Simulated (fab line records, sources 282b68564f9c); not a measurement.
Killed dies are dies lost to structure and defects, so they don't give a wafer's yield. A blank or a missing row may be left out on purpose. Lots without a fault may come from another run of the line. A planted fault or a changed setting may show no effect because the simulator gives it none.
A struck lot beside a sound one | flow rit_cmos | 17 steps out of a route of 202
Sound: wafers L422.2, L422.5, L422.6. Struck: wafers L430.1, L430.2, L430.6. The cause comes at the end.
At each step with rows: each side's tool, then ch and its chambers, then its first start. Under that, the readings that differ: sound wafers | struck wafers | difference of the means | sigmas: that difference in standard deviations of wafers without a fault.
alike: readings whose means differ by less than 2 such deviations, and words and numbers that are the same on both sides. not compared: withheld readings, readings that some wafer has no value for, bounds like >300 that may hide the same value, and numbers for which the record gives no deviation and whose values overlap.
The two part at a step that has a row with sigmas, a row that says differs or no value, or rows on one side only. Numbers that don't overlap but have no deviation are shown without sigmas and don't part them. A reading that every wafer of one side lacks parts them only if that side has two wafers or more.

RIT_M1_SPUTTER_00: material Al, target thk 400 nm, time 500 s.
  sound on pvd_sputter-03, day 5 11:18; struck on pvd_sputter-01, day 7 05:01
  alike: throttle_valve_pct
RIT_M1_RS_MEAS_01: measures by four-point-probe.
  sound on film_metro-03, day 5 11:37; struck on film_metro-01, day 7 05:18
  reading           | sound                | struck               | difference | sigmas
  M1_AL_RS (ohm/sq) | 0.0751 0.0740 0.0750 | 0.0728 0.0711 0.0733 | -0.0023    | -4
RIT_M1_THK_MEAS_02: measures by xrf.
  sound on film_metro-03, day 5 11:43; struck on film_metro-01, day 7 05:25
  reading        | sound       | struck      | difference | sigmas
  M1_AL_THK (nm) | 395 401 397 | 413 422 409 | +17        | +4
then, 6 steps without rows for these wafers: RIT_M1_HMDS_03 (prime time 60 s); RIT_M1_COAT_04 (resist thk 1300 nm); RIT_M1_SOFTBAKE_05 (time 60 s); RIT_M1_EXPOSE_06 (exposes mask M12, target cd 2600 nm); RIT_M1_PEB_07; RIT_M1_DEVELOP_08 (develop time 68 s).
RIT_M1_CD_MEAS_09: target cd 2600 nm.
  sound on cd_sem-01, day 5 12:48; struck on cd_sem-02, day 7 06:29
  alike: cd_nm
RIT_M1_OVL_MEAS_10:
  sound on overlay-02, day 5 12:54; struck on overlay-02, day 7 06:37
  alike: M1_OVL
then, 1 step without rows for these wafers: RIT_M1_HARDBAKE_11 (time 120 s).
RIT_M1_METAL_ETCH_12: etches Al in Cl2/BCl3, stops on SiO2, time 165 s, target depth 600 nm.
  sound on rie_metal-01 ch 0,1, day 5 13:11; struck on rie_metal-01 ch 0,1, day 7 06:53
  reading                                  | sound             | struck            | difference | sigmas
  oes_product_au (a.u.)                    | 0.790 0.754 0.801 | 0.623 0.655 0.659 | -0.136     | -10
  over_etch_frac                           | 0.5 0.5 0.5       | 1.25 1.25 1.25    | +0.75      |
  model.NOVOLAK_of_M1_COAT_04.thk_nm (nm)  | 803.3 806.6 805.7 | 647.4 645.3 643.7 | -159.7     |
  model.SiO2_of_CONTACT_CVD_00.thk_nm (nm) | 355.8 361.4 362.8 | 348 347 354.1     | -10        |
  model.M1.feature_depth_nm (nm)           | 423.1 429.5 425.5 | 453.9 463 452     | +30.3      |
  alike: drypump_motor_current_A, throttle_valve_pct
  not compared: rf_hours_counter_h
then, 1 step without rows for these wafers: RIT_M1_STRIP_13 (strips in nmp, time 600 s).
RIT_M1_STRIP_14: strips in O2, time 180 s.
  sound on plasma_asher-04 ch 0,1, day 5 13:31; struck on plasma_asher-03 ch 0,1, day 7 07:14
  alike: drypump_motor_current_A
  not compared: rf_hours_counter_h
RIT_M1_CD_MEAS_90: target cd 2600 nm.
  sound on cd_sem-01, day 5 13:43; struck on cd_sem-02, day 7 07:41
  reading    | sound                | struck               | difference | sigmas
  cd_nm (nm) | 2601.7 2603.1 2598.8 | 2588.2 2587.3 2586.1 | -14.0      | -5
  not compared: hold
RIT_M1_PROBE_99:
  sound on prober-02, day 5 17:48; struck on prober-01, day 7 11:50
  reading                  | sound | struck      | difference | sigmas
  killed_at_contacts       | 0 0 0 | 0 0 1       | +0         | +2
  sort_bin_3_pad_short (%) | 0 0 0 | 0.4 0.8 0.4 | +0.5       | +2
  alike: defect_limited_yield, killed_at_front_end, killed_dies, killed_open, killed_short, sort_bin_5_function, sort_bin_6_memory, sort_n_pass, sort_yield_pct

WHERE THEY PART
First at RIT_M1_RS_MEAS_01; last, within this record, at RIT_M1_PROBE_99.

WHY: what the simulator had put in
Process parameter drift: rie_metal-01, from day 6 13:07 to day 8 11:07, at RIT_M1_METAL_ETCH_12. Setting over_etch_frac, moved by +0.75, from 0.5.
